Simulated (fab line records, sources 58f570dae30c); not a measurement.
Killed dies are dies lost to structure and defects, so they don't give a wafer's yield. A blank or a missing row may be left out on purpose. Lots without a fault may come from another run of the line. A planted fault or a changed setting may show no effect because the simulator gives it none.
fab line records | flow berkeley_cmos170 | part 1 of 2: steps 1 to 31 of 43
record lots=5 wafers=15 last_day=11
route steps=331 shown NWELL@24 PWELL@34 WELLDRIVE@55 ACTIVE@60
lots that met no fault: from a run of the same line without faults
start_h: hours from the record's first day to the start of the lot's first wafer shown | wait_h: hours since the lot's step before | " the same as in the row above | L1.1+2: a row that stands for several wafers | - no value, or no start given | * or withheld: withheld | < > ~ a bound
route shown NAME@n: a module of which the file shows steps, and the number in the route of the first | usual: mean/standard deviation of fault-free wafers | same: alike in all rows | chamber/n: place in a boat | sites: the reading at each site | _std_site: their standard deviation | _edge_site: outer sites' mean less inner sites' | radius_mm: how far each site lies from the wafer's centre | mask NAME#n: copy n | behind: the tool/chamber that last shaped the wafer | hold: why the lot was held/for how many hours/how that ended | device: the transistor (n, p or np) that didn't switch | end of line: the same wafers' tests at the end of the route | a step without rows: its recipe alone | killed: dies lost to structure and defects at the first sort, not the wafer's yield | map: a wafer's dies, x killed, . not, _ none there
set.NAME: the setting as run; set.NAME@STEP: as run at that earlier step | model.NAME: the simulator's own value behind a step, which no gauge read
lots at some steps of the route; a table a step, a row a wafer
services: from which hour (start_h, from the record's first day; less than 0 if before it) a tool's chamber was out of use, for how many hours, and why
## steps
# step UCB170_NWELL_PEB_10
# recipe peb_temp_c=130 peb_time_s=withheld resist=KrF
# columns lot.wafer tool chamber start_h wait_h
L077.2+4+6 litho_track-03 0 45.29 0.2
L084.1+3+4 litho_track-02 0 82.29 0.1
L086.1+2+5 litho_track-04 0 88.83 0.1
L087.2+4+5 litho_track-02 0 95.77 0.1
L092.2+5+6 litho_track-03 0 120.47 0.3
# step UCB170_NWELL_DEVELOP_11
# recipe developer=TMAH develop_time_s=45 resist=KrF dev_temp_c=21
# same develop_time_s=45
# columns lot.wafer tool chamber start_h wait_h
L077.2+4+6 litho_track-03 0 - -
L084.1+3+4 litho_track-02 0 - -
L086.1+2+5 litho_track-04 0 - -
L087.2+4+5 litho_track-02 0 - -
L092.2+5+6 litho_track-03 0 - -
# step UCB170_NWELL_OVL_MEAS_12
# usual NWELL_OVL=2/5.6
# columns lot.wafer tool chamber start_h wait_h NWELL_OVL[nm]
L077.2 overlay-02 - 45.55 - 4
L077.4 " - " " -2
L077.6 " - " " 3
L084.1 overlay-01 - 82.57 - 5
L084.3 " - " " 4
L084.4 " - " " 5
L086.1 overlay-02 - 89.11 - 11
L086.2 " - " " 11
L086.5 " - " " 11
L087.2 overlay-02 - 96.02 - 4
L087.4 " - " " 3
L087.5 " - " " -3
L092.2 overlay-02 - 120.72 - 9
L092.5 " - " " 1
L092.6 " - " " -1
# step UCB170_NWELL_ETCH_13
# recipe chemistry=CH3F/Ar/O2 target=Si3N4 stop_on=SiO2 CH3F_flow_sccm=20 Ar_flow_sccm=50 O2_flow_sccm=7 pressure_mtorr=50 rf_w=450 target_depth_a=2464 over_etch_frac=0.1 time_s=154
# usual chamber_pressure_mTorr=50.00/0.043 drypump_motor_current_A=5.5/0.31 mfc_ar_sccm=49.99/0.14 oes_product_au=0.936/0.018 throttle_valve_pct=8.05/0.14
# columns lot.wafer tool chamber start_h wait_h chamber_pressure_mTorr drypump_motor_current_A mfc_ar_sccm oes_product_au rf_hours_counter_h throttle_valve_pct
L077.2 rie_diel-04 3 45.58 0.0 49.98 5.1 49.87 0.911 57 8.24
L077.4 " 1 " " 49.93 4.9 49.91 0.959 167 8.19
L077.6 " 3 " " 49.95 5.1 50.13 0.906 - 8.26
L084.1 rie_diel-01 0 82.61 0.0 50.07 5.6 49.86 0.944 63 8.22
L084.3 " 3 " " 50.01 5.8 50.13 0.943 127 8.10
L084.4 " 1 " " 49.96 5.5 50.24 0.907 2 8.09
L086.1 rie_diel-03 3 89.15 0.0 50.01 5.5 49.89 0.954 92 8.05
L086.2 " 2 " " 50.02 5.6 49.95 0.942 52 8.05
L086.5 " 1 " " 49.99 6.2 50.05 0.971 - 8.12
L087.2 rie_diel-03 2 96.05 0.0 49.98 5.6 50.18 0.953 53 8.05
L087.4 " 1 " " 50.04 6.2 50.19 0.977 0 8.10
L087.5 " 2 " " 49.89 5.6 50.17 0.951 - 8.05
L092.2 rie_diel-04 1 120.75 0.0 50.06 4.9 49.68 0.915 1 8.20
L092.5 " 0 " " 49.99 5.6 49.88 0.936 - 7.82
L092.6 " 1 " " 50.01 4.9 49.81 0.918 - 8.21
# step UCB170_NWELL_IMPLANT_14
# recipe species=P dose_cm2=1e+13 energy_kev=150 tilt_deg=7.197
# same implant_ion_amu=31
# columns lot.wafer tool chamber start_h wait_h
L077.2+4+6 implanter-01 0 45.71 0.1
L084.1+3+4 implanter-03 0 82.71 0.1
L086.1+2+5 implanter-01 0 89.25 0.1
L087.2+4+5 implanter-04 0 96.18 0.1
L092.2+5+6 implanter-04 0 120.88 0.1
# step UCB170_NWELL_STRIP_15
# recipe chemistry=O2 power_w=400 pressure_mtorr=3500 platen_temp_c=withheld o2_flow_sccm=400 overash_fraction=0.5
# usual chamber_pressure_mTorr=3500/3.3 drypump_motor_current_A=5.63/0.24 oes_product_au=0.721/0.0044 strip_time_to_endpoint_s=18.03/0.081
# columns lot.wafer tool chamber start_h wait_h chamber_pressure_mTorr drypump_motor_current_A oes_product_au rf_hours_counter_h strip_time_to_endpoint_s
L077.2 plasma_asher-04 1 45.83 0.1 3497 5.91 0.711 33 18.00
L077.4 " 0 " " 3503 5.54 0.727 - 17.99
L077.6 " 1 " " 3499 5.92 0.720 - 18.02
L084.1 plasma_asher-04 1 82.86 0.1 3497 5.91 0.723 37 17.98
L084.3 " 1 " " 3495 5.92 0.720 - 18.06
L084.4 " 0 " " 3502 5.51 0.728 - 18.10
L086.1 plasma_asher-04 1 89.40 0.1 3501 5.93 0.714 38 17.82
L086.2 " 0 " " 3499 5.52 0.724 38 17.88
L086.5 " 1 " " 3496 5.92 0.723 - 17.96
L087.2 plasma_asher-04 0 96.31 0.1 3500 5.54 0.723 38 17.96
L087.4 " 0 " " 3498 5.52 0.717 - 18.05
L087.5 " 1 " " 3497 5.92 0.715 - 17.98
L092.2 plasma_asher-04 0 121.00 0.1 3503 5.54 0.710 42 17.99
L092.5 " 0 " " 3503 5.51 0.725 - 18.09
L092.6 " 1 " " 3497 5.93 0.724 - 18.06
# step UCB170_NWELL_TW_MEAS_16
# usual NWELL_TW=1244/12
# columns lot.wafer tool chamber start_h wait_h NWELL_TW
L077.2 film_metro-04 - 45.94 0.1 1243
L077.4 " - " " 1242
L077.6 " - " " 1236
L084.1 film_metro-04 - 82.96 0.1 1234
L084.3 " - " " 1233
L084.4 " - " " 1230
L086.1 film_metro-02 - 89.50 0.1 1272
L086.2 " - " " 1277
L086.5 " - " " 1268
L087.2 film_metro-01 - 96.42 0.1 1237
L087.4 " - " " 1243
L087.5 " - " " 1242
L092.2 film_metro-04 - 121.11 0.1 1232
L092.5 " - " " 1244
L092.6 " - " " 1230
# step UCB170_NWELL_CLEAN_17
# recipe chemistry=SPM temp_c=120 time_s=600
# columns lot.wafer tool chamber start_h wait_h
L077.2+4+6 wet_bench-02 1 45.99 0.0
L084.1+3+4 wet_bench-01 2 83.02 0.1
L086.1+2+5 wet_bench-02 3 89.56 0.1
L087.2+4+5 wet_bench-03 1 96.47 0.0
L092.2+5+6 wet_bench-03 2 121.16 0.0
# step UCB170_NWELL_WET_ETCH_18
# recipe chemistry=H3PO4 target=Si3N4 temp_c=160 time_s=14400
# columns lot.wafer tool chamber start_h wait_h
L077.2+4+6 wet_bench-03 2 46.18 0.0
L084.1+3+4 wet_bench-02 2 83.19 0.0
L086.1+2+5 wet_bench-02 2 89.73 0.0
L087.2+4+5 wet_bench-02 3 96.66 0.0
L092.2+5+6 wet_bench-01 2 121.34 0.0
# step UCB170_NWELL_WET_ETCH_19
# recipe chemistry=BOE dilution=5:1 target=SiO2 temp_c=25 time_s=22
# columns lot.wafer tool chamber start_h wait_h
L077.2+4+6 wet_bench-02 3 50.19 0.0
L084.1+3+4 wet_bench-02 2 87.33 0.1
L086.1+2+5 wet_bench-02 0 93.82 0.1
L087.2+4+5 wet_bench-01 2 101.03 0.0
L092.2+5+6 wet_bench-02 3 126.60 0.9
# step UCB170_PWELL_CLEAN_00
# recipe chemistry=SPM temp_c=120 time_s=600
# columns lot.wafer tool chamber start_h wait_h
L077.2+4+6 wet_bench-03 1 50.21 0.0
L084.1+3+4 wet_bench-02 1 87.34 0.0
L086.1+2+5 wet_bench-02 3 93.84 0.0
L087.2+4+5 wet_bench-02 0 101.05 0.0
L092.2+5+6 wet_bench-02 1 127.12 0.5
# step UCB170_PWELL_CLEAN_01
# recipe chemistry=dHF dilution=25:1 time_s=60
# columns lot.wafer tool chamber start_h wait_h
L077.2+4+6 wet_bench-02 2 50.42 0.0
L084.1+3+4 wet_bench-03 1 87.57 0.1
L086.1+2+5 wet_bench-03 0 94.02 0.0
L087.2+4+5 wet_bench-01 2 101.24 0.0
L092.2+5+6 wet_bench-02 3 127.89 0.6
# step UCB170_PWELL_OXIDATION_02
# recipe temp_c=1000 ambient=O2 target_thk_a=264 ox_time_s=1260
# usual tube_center_temp_C=1000/0.085
# columns lot.wafer tool chamber start_h wait_h tube_center_temp_C
L077.2 furnace-04 0 56.23 5.8 999.84
L077.4 " 0 " " 1000.1
L077.6 " 0 " " 1000
L084.1 furnace-01 0 89.57 2.0 999.9
L084.3 " 0 " " 999.89
L084.4 " 0 " " 1000.1
L086.1 furnace-04 0 96.04 2.0 999.88
L086.2 " 0 " " 999.84
L086.5 " 0 " " 999.92
L087.2 furnace-03 0 103.17 1.9 999.99
L087.4 " 0 " " 1000
L087.5 " 0 " " 1000
L092.2 furnace-04 0 129.31 1.4 1000.1
L092.5 " 0 " " 999.97
L092.6 " 0 " " 1000
# step UCB170_PWELL_THK_MEAS_03
# recipe reads=SiO2_of_PWELL_OXIDATION_02
# usual PWELL_OXIDE_THK=26.5/0.52
# columns lot.wafer tool chamber start_h wait_h PWELL_OXIDE_THK[nm]
L077.2 film_metro-02 - 57.59 0.0 26.6
L077.4 " - " " 26.5
L077.6 " - " " 26.2
L084.1 film_metro-02 - 90.92 0.0 26.1
L084.3 " - " " 25.6
L084.4 " - " " 25.9
L086.1 film_metro-02 - 97.39 0.0 25.8
L086.2 " - " " 26.2
L086.5 " - " " 26.1
L087.2 film_metro-02 - 104.53 0.0 26.1
L087.4 " - " " 25.0
L087.5 " - " " 25.6
L092.2 film_metro-02 - 130.67 0.0 26.5
L092.5 " - " " 26.8
L092.6 " - " " 26.5
# step UCB170_PWELL_ANNEAL_04
# recipe temp_c=1000 time_s=900 ambient=N2
# usual tube_center_temp_C=1000/0.093
# columns lot.wafer tool chamber start_h wait_h tube_center_temp_C
L077.2 furnace-04 0 60.58 3.0 999.94
L077.4 " 0 " " 1000.1
L077.6 " 0 " " 999.96
L084.1 furnace-04 0 93.54 2.6 1000
L084.3 " 0 " " 1000.1
L084.4 " 0 " " 1000.1
L086.1 furnace-03 0 99.42 2.0 999.96
L086.2 " 0 " " 1000.3
L086.5 " 0 " " 999.9
L087.2 furnace-04 0 105.67 1.1 999.97
L087.4 " 0 " " 999.97
L087.5 " 0 " " 999.97
L092.2 furnace-04 0 136.09 5.4 1000.1
L092.5 " 0 " " 1000.1
L092.6 " 0 " " 1000
# step UCB170_PWELL_CVD_05
# recipe material=Si3N4 target_thk_nm=220 temp_c=800 precursor=SiH2Cl2/NH3 time_s=3300 pressure_mtorr=200 sih2cl2_flow_sccm=25 nh3_flow_sccm=75
# usual sih2cl2_flow_sccm=25.00/0.067
# columns lot.wafer tool chamber start_h wait_h sih2cl2_flow_sccm
L077.2 lpcvd-02 0 61.83 0.0 24.93
L077.4 " 0 " " 24.92
L077.6 " 0 " " 24.92
L084.1 lpcvd-02 1 95.32 0.5 24.89
L084.3 " 1 " " 24.91
L084.4 " 1 " " 24.95
L086.1 lpcvd-02 1 100.67 0.0 25.05
L086.2 " 1 " " 25.07
L086.5 " 1 " " 24.93
L087.2 lpcvd-01 1 106.92 0.0 24.89
L087.4 " 1 " " 25.01
L087.5 " 1 " " 25.03
L092.2 lpcvd-02 1 138.95 1.6 25.11
L092.5 " 1 " " 25.05
L092.6 " 1 " " 25.05
# step UCB170_PWELL_THK_MEAS_06
# recipe reads=Si3N4_of_PWELL_CVD_05
# usual PWELL_NITRIDE_THK=219.7/2.3
# columns lot.wafer tool chamber start_h wait_h PWELL_NITRIDE_THK[nm]
L077.2 film_metro-04 - 63.76 0.0 222.3
L077.4 " - " " 220.8
L077.6 " - " " 222.2
L084.1 film_metro-03 - 97.24 0.0 221.2
L084.3 " - " " 220.9
L084.4 " - " " 218.9
L086.1 film_metro-04 - 102.59 0.0 215.8
L086.2 " - " " 213.6
L086.5 " - " " 214.3
L087.2 film_metro-04 - 108.85 0.0 221.6
L087.4 " - " " 222.4
L087.5 " - " " 219.5
L092.2 film_metro-04 - 140.88 0.0 217.4
L092.5 " - " " 214.1
L092.6 " - " " 216.3
# step UCB170_PWELL_HMDS_07
# recipe prime_time_s=60 prime_temp_c=100
# columns lot.wafer tool chamber start_h wait_h
L077.2+4+6 litho_track-01 0 63.83 0.1
L084.1+3+4 litho_track-01 0 97.56 0.3
L086.1+2+5 litho_track-02 0 102.74 0.1
L087.2+4+5 litho_track-04 0 108.93 0.1
L092.2+5+6 litho_track-02 0 140.95 0.1
# step UCB170_PWELL_COAT_08
# recipe resist=KrF spin_rpm=1500 resist_thk_nm=900
# columns lot.wafer tool chamber start_h wait_h
L077.2+4+6 litho_track-01 0 63.98 0.1
L084.1+3+4 litho_track-01 0 97.71 0.1
L086.1+2+5 litho_track-02 0 102.89 0.1
L087.2+4+5 litho_track-04 0 109.08 0.1
L092.2+5+6 litho_track-02 0 141.10 0.1
# step UCB170_PWELL_SOFTBAKE_09
# recipe resist=KrF temp_c=130 time_s=60
# columns lot.wafer tool chamber start_h wait_h
L077.2+4+6 litho_track-01 0 64.13 0.1
L084.1+3+4 litho_track-01 0 97.86 0.1
L086.1+2+5 litho_track-02 0 103.04 0.1
L087.2+4+5 litho_track-04 0 109.23 0.1
L092.2+5+6 litho_track-02 0 141.25 0.1
# step UCB170_PWELL_EXPOSE_10
# recipe mask_id=PWELL target_cd_nm=3000 na=0.5 sigma_outer=0.6 source_shape=conventional dose_mj=19
# columns lot.wafer tool chamber start_h wait_h mask
L077.2+4+6 krf_scanner-01 0 64.52 0.4 PWELL#0
L084.1+3+4 krf_scanner-01 0 98.38 0.5 PWELL#0
L086.1+2+5 krf_scanner-01 0 103.50 0.4 PWELL#0
L087.2+4+5 krf_scanner-01 0 109.50 0.2 PWELL#0
L092.2+5+6 krf_scanner-01 0 141.52 0.2 PWELL#0
# step UCB170_PWELL_PEB_11
# recipe peb_temp_c=130 peb_time_s=withheld resist=KrF
# columns lot.wafer tool chamber start_h wait_h
L077.2+4+6 litho_track-01 0 64.73 0.2
L084.1+3+4 litho_track-04 0 98.72 0.3
L086.1+2+5 litho_track-01 0 103.64 0.1
L087.2+4+5 litho_track-02 0 109.62 0.1
L092.2+5+6 litho_track-01 0 142.06 0.5
# step UCB170_PWELL_DEVELOP_12
# recipe developer=TMAH develop_time_s=45 resist=KrF dev_temp_c=21
# same develop_time_s=45
# columns lot.wafer tool chamber start_h wait_h
L077.2+4+6 litho_track-01 0 - -
L084.1+3+4 litho_track-04 0 - -
L086.1+2+5 litho_track-01 0 - -
L087.2+4+5 litho_track-02 0 - -
L092.2+5+6 litho_track-01 0 - -
# step UCB170_PWELL_OVL_MEAS_13
# usual PWELL_OVL=-1/5.6
# columns lot.wafer tool chamber start_h wait_h PWELL_OVL[nm]
L077.2 overlay-01 - 64.99 - -9
L077.4 " - " " -5
L077.6 " - " " -6
L084.1 overlay-01 - 98.99 - 0
L084.3 " - " " 0
L084.4 " - " " 0
L086.1 overlay-02 - 103.91 - -1
L086.2 " - " " -2
L086.5 " - " " -5
L087.2 overlay-01 - 109.87 - -4
L087.4 " - " " -6
L087.5 " - " " 5
L092.2 overlay-02 - 142.31 - -3
L092.5 " - " " 0
L092.6 " - " " 1
# step UCB170_PWELL_ETCH_14
# recipe chemistry=CH3F/Ar/O2 target=Si3N4 stop_on=SiO2 CH3F_flow_sccm=20 Ar_flow_sccm=50 O2_flow_sccm=7 pressure_mtorr=50 rf_w=450 target_depth_a=2420 over_etch_frac=0.1 time_s=151
# usual chamber_pressure_mTorr=50.00/0.046 drypump_motor_current_A=5.46/0.29 mfc_ar_sccm=50.01/0.14 oes_product_au=0.935/0.015 throttle_valve_pct=8.09/0.12
# columns lot.wafer tool chamber start_h wait_h chamber_pressure_mTorr drypump_motor_current_A mfc_ar_sccm oes_product_au rf_hours_counter_h throttle_valve_pct
L077.2 rie_diel-01 2 65.02 0.0 50.04 5.40 50.11 0.939 26 7.96
L077.4 " 3 " " 50.03 5.79 49.62 0.945 126 8.12
L077.6 " 1 " " 50.00 5.49 50.28 0.918 - 8.11
L084.1 rie_diel-04 3 99.03 0.0 49.92 5.10 49.94 0.912 60 8.25
L084.3 " 2 " " 49.98 5.59 49.74 0.945 97 7.95
L084.4 " 1 " " 49.99 4.95 50.02 0.914 0 8.20
L086.1 rie_diel-02 1 103.95 0.0 50.02 4.94 49.99 0.932 105 8.06
L086.2 " 3 " " 49.89 5.78 50.09 0.949 123 8.12
L086.5 " 0 " " 49.99 4.93 50.09 0.950 - 8.18
L087.2 rie_diel-01 2 109.90 0.0 49.99 5.40 50.05 0.935 29 7.98
L087.4 " 1 " " 50.10 5.53 49.94 0.919 3 8.09
L087.5 " 2 " " 50.03 5.41 50.20 0.926 - 7.97
L092.2 rie_diel-01 0 142.34 0.0 50.01 5.55 50.08 0.932 65 8.24
L092.5 " 0 " " 49.96 5.56 50.16 0.924 - 8.21
L092.6 " 3 " " 49.99 5.80 49.93 0.934 - 8.13
# step UCB170_PWELL_IMPLANT_15
# recipe species=B dose_cm2=5e+12 energy_kev=60 tilt_deg=7
# same implant_ion_amu=11
# columns lot.wafer tool chamber start_h wait_h
L077.2+4+6 implanter-02 0 65.14 0.1
L084.1+3+4 implanter-01 0 99.16 0.1
L086.1+2+5 implanter-03 0 104.05 0.1
L087.2+4+5 implanter-02 0 110.03 0.1
L092.2+5+6 implanter-03 0 142.47 0.1
# step UCB170_PWELL_STRIP_16
# recipe chemistry=O2 power_w=400 pressure_mtorr=3500 platen_temp_c=withheld o2_flow_sccm=400 overash_fraction=0.5
# usual chamber_pressure_mTorr=3499.6/2.7 drypump_motor_current_A=5.6/0.36 oes_product_au=0.721/0.0047 strip_time_to_endpoint_s=18.09/0.091
# columns lot.wafer tool chamber start_h wait_h chamber_pressure_mTorr drypump_motor_current_A oes_product_au rf_hours_counter_h strip_time_to_endpoint_s
L077.2 plasma_asher-03 0 65.27 0.1 3496.1 6.4 0.723 35 18.05
L077.4 " 0 " " 3502.4 6.3 0.711 - 17.97
L077.6 " 0 " " 3502.0 6.4 0.724 - 18.05
L084.1 plasma_asher-01 1 99.31 0.1 3496.6 5.6 0.722 38 18.11
L084.3 " 0 " " 3496.5 5.0 0.717 - 18.16
L084.4 " 1 " " 3500.9 5.6 0.719 - 18.14
L086.1 plasma_asher-02 1 104.20 0.1 3496.8 5.5 0.715 32 18.00
L086.2 " 0 " " 3497.1 5.8 0.722 32 18.06
L086.5 " 1 " " 3502.2 5.5 0.728 - 18.19
L087.2 plasma_asher-01 0 110.15 0.1 3499.4 5.0 0.727 40 18.00
L087.4 " 0 " " 3497.8 5.0 0.729 - 18.00
L087.5 " 0 " " 3495.2 5.0 0.720 - 18.09
L092.2 plasma_asher-02 0 142.59 0.1 3500.2 5.8 0.726 37 18.17
L092.5 " 0 " " 3503.2 5.8 0.719 - 18.16
L092.6 " 1 " " 3504.6 5.5 0.715 - 18.11
# step UCB170_PWELL_TW_MEAS_17
# usual PWELL_TW=379/3.6
# columns lot.wafer tool chamber start_h wait_h PWELL_TW
L077.2 film_metro-03 - 65.38 0.1 378
L077.4 " - " " 378
L077.6 " - " " 379
L084.1 film_metro-04 - 99.41 0.1 378
L084.3 " - " " 380
L084.4 " - " " 379
L086.1 film_metro-03 - 104.30 0.1 380
L086.2 " - " " 380
L086.5 " - " " 378
L087.2 film_metro-04 - 110.26 0.1 379
L087.4 " - " " 380
L087.5 " - " " 379
L092.2 film_metro-04 - 142.70 0.1 376
L092.5 " - " " 375
L092.6 " - " " 376
# step UCB170_PWELL_CLEAN_18
# recipe chemistry=SPM temp_c=120 time_s=600
# columns lot.wafer tool chamber start_h wait_h
L077.2+4+6 wet_bench-01 1 65.43 0.0
L084.1+3+4 wet_bench-01 1 99.52 0.1
L086.1+2+5 wet_bench-03 2 104.57 0.3
L087.2+4+5 wet_bench-03 3 110.46 0.2
L092.2+5+6 wet_bench-02 1 142.75 0.0
# step UCB170_PWELL_WET_ETCH_19
# recipe chemistry=H3PO4 target=Si3N4 temp_c=160 time_s=14400
# columns lot.wafer tool chamber start_h wait_h
L077.2+4+6 wet_bench-02 3 65.60 0.0
L084.1+3+4 wet_bench-03 1 99.73 0.0
L086.1+2+5 wet_bench-02 2 105.56 0.8
L087.2+4+5 wet_bench-02 0 110.65 0.0
L092.2+5+6 wet_bench-01 1 142.93 0.0
# step UCB170_PWELL_WET_ETCH_20
# recipe chemistry=BOE dilution=5:1 target=SiO2 temp_c=25 time_s=22
# columns lot.wafer tool chamber start_h wait_h
L077.2+4+6 wet_bench-01 0 69.61 0.0
L084.1+3+4 wet_bench-03 0 104.55 0.5
L086.1+2+5 wet_bench-03 3 110.03 0.1
L087.2+4+5 wet_bench-01 1 114.66 0.0
L092.2+5+6 wet_bench-01 3 146.94 0.0
